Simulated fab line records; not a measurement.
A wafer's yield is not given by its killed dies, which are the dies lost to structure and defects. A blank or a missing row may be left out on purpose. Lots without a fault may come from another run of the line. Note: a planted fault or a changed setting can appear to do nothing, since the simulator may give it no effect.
A lot that was struck, set against a sound lot | flow berkeleyCmos170 | 23 out of 331 route steps
Sound: wafers L629.1, L629.3, L629.5. Struck: wafers L635.1, L635.2, L635.5. At the end, the cause is stated.
At each step with rows: each side's tool, then ch and its chambers, then its first start. Under that, the readings that differ: sound wafers | struck wafers | difference of the means | sigmas: that difference in standard deviations of wafers without a fault.
alike: readings whose means differ by less than 2 such deviations, and words and numbers that are the same on both sides. not compared: withheld readings, readings that some wafer has no value for, bounds like >300 that may hide the same value, and numbers for which the record gives no deviation and whose values overlap.
The two part at a step that has a row with sigmas, a row that says differs or no value, or rows on one side only. Numbers that have no deviation but don't overlap get no sigmas and don't part them. A reading missing from all wafers of one side parts the sides only when that side holds two or more wafers.

first, 1 step without rows for these wafers: UCB170_M2_PRE_CLEAN_00 (preclean etch time 60 s).
UCB170_M2_SPUTTER_01: material Al, target thk 900 nm, time 120 s.
  sound: pvdSputter-04 at day 8 18:21; struck: pvdSputter-04 at day 9 21:44
  alike: throttleValvePct
UCB170_M2_RS_MEAS_02: measurement is done with a four-point probe.
  sound: filmMetro-02 at day 8 18:26; struck: filmMetro-02 at day 9 21:49
  alike: M2_AL_RS
UCB170_M2_THK_MEAS_03: measures by xrf.
  sound: filmMetro-02 at day 8 18:33; struck: filmMetro-02 at day 9 21:56
  alike: M2_AL_THK
then, 3 steps without rows for these wafers: UCB170_M2_HMDS_04 (prime time 60 s); UCB170_M2_COAT_05 (resist thk 900 nm); UCB170_M2_SOFTBAKE_06 (time 60 s).
UCB170_M2_STRIP_07: strips in O2.
  sound on plasmaAsher-03 ch 0,1, day 8 19:04; struck on plasmaAsher-01 ch 0,1, day 9 22:35
  alike: drypumpMotorCurrentA, oesProductAu, stripTimeToEndpointS
  not compared: rfHoursCounterH
then, 4 steps without rows for these wafers: UCB170_M2_STRIP_08 (strips KrF in DMSO, time 600 s); UCB170_M2_COAT_09; UCB170_M2_COAT_10 (resist thk 900 nm); UCB170_M2_SOFTBAKE_11 (time 60 s).
UCB170_M2_EXPOSE_12: exposes mask METAL2, target cd 700 nm.
  sound on krfScanner-02 ch 0, day 8 20:08; struck on krfScanner-02 ch 0, day 9 23:44
reading           | sound                | struck               | difference | sigmas
exposureDoseMJCm2 | 25.961 25.981 26.000 | 18.956 18.943 18.980 | -7.021     | -99 or more
  alike: mask, stageVelMmS
then, 2 steps without rows for these wafers: UCB170_M2_PEB_13; UCB170_M2_DEVELOP_14 (develop time 45 s).
UCB170_M2_CD_MEAS_15: the cd target is 700 nm.
  sound: cdSem-01 at day 8 21:05; struck: cdSem-01 at day 10 00:39
reading   | sound             | struck            | difference | sigmas
cdNm (nm) | 700.0 701.2 700.6 | 756.8 757.2 756.0 | +56.1      | +40
UCB170_M2_OVL_MEAS_16:
  sound: overlay-01 at day 8 21:13; struck: overlay-01 at day 10 00:46
reading     | sound | struck      | difference | sigmas
M2_OVL (nm) | 7 7 1 | -13 -13 -13 | -18        | -3
UCB170_M2_ETCH_17: etches BARC in N2/H2.
  sound on rieDiel-03 ch 0,1, day 8 21:14; struck on rieDiel-01 ch 0,1,3, day 10 00:49
reading             | sound             | struck            | difference | sigmas
oesProductAu (a.u.) | 1.000 0.975 1.000 | 1.029 1.032 1.010 | +0.032     | +2
model.M2.cdNm (nm)  | 700.3 700.7 700.6 | 757.3 757.7 755.7 | +56.4      | 
  alike: drypumpMotorCurrentA, h2FlowSccm, throttleValvePct
UCB170_M2_METAL_ETCH_18: etches Al in Cl2/BCl3, stops on SiO2, target depth 1170 nm, time 195 s.
  sound on rieMetal-03 ch 0,1, day 8 21:17; struck on rieMetal-02 ch 0,1, day 10 00:51
reading            | sound           | struck            | difference | sigmas
model.M2.cdNm (nm) | 701 703.3 695.9 | 756.2 760.4 755.5 | +57.3      | 
  alike: drypumpMotorCurrentA, oesProductAu, throttleValvePct
  not compared: rfHoursCounterH
UCB170_M2_STRIP_19: strips in O2.
  sound on plasmaAsher-03 ch 0,1, day 8 21:28; struck on plasmaAsher-01 ch 0,1, day 10 01:02
reading             | sound             | struck            | difference | sigmas
oesProductAu (a.u.) | 0.569 0.560 0.565 | 0.549 0.534 0.550 | -0.020     | -2
  alike: drypumpMotorCurrentA
  not compared: rfHoursCounterH
UCB170_M2_CD_MEAS_90: the cd target is 700 nm.
  sound: cdSem-01 at day 8 21:37; struck: cdSem-01 at day 10 01:08
reading   | sound       | struck      | difference | sigmas
cdNm (nm) | 701 703 696 | 756 761 755 | +57        | +16
UCB170_V2_CVD_00: deposits SiO2 from TEOS/O2, target thk 2000 nm, time 250 s.
  sound on pecvd-01 ch 0,1, day 8 21:44; struck on pecvd-02 ch 0,1,2, day 10 01:16
  alike: heaterPowerW, pressureMtorr
UCB170_M3_PROBE_99:
  sound: prober-02 at day 9 07:20; struck: prober-01 at day 10 09:02
reading                                 | sound                | struck               | difference | sigmas
model.etest.pmosTurned.driveUaUm        | 298.8 302.4 301      | 312.2 303.3 306.2    | +6.5       | 
model.etest.pmos_0p35.driveUaUm         | 286.7 287.3 289.1    | 297.6 290.2 292.9    | +5.9       | 
model.etest.pmos_0p6.driveUaUm          | 161.8 162.9 163.4    | 170 166.8 167.8      | +6         | 
model.etest.pmosNarrow.driveUaUm        | 141 142.9 143.8      | 151.2 149.8 149.7    | +7.7       | 
model.etest.pmos_0p35.swingMvDec        | 75.88 75.86 75.96    | 74.88 75.69 75.09    | -0.68      | 
model.etest.pmos_0p35.offLog10AUm       | -11.65 -11.42 -11.4  | -10.93 -11.02 -10.94 | +0.53      | 
model.etest.ring.quietLog10A (angstrom) | -8.807 -8.74 -8.654  | -8.413 -8.486 -8.464 | +0.279     | 
model.etest.pmos_0p6.offLog10AUm        | -13.27 -13.12 -13.22 | -12.97 -12.93 -13    | +0.24      | 

WHERE THEY PART
First at UCB170_M2_EXPOSE_12; last, within this record, at UCB170_M2_CD_MEAS_90. Later steps at which nothing parts them and some readings are alike: UCB170_V2_CVD_00.

WHY: what the simulator had put in
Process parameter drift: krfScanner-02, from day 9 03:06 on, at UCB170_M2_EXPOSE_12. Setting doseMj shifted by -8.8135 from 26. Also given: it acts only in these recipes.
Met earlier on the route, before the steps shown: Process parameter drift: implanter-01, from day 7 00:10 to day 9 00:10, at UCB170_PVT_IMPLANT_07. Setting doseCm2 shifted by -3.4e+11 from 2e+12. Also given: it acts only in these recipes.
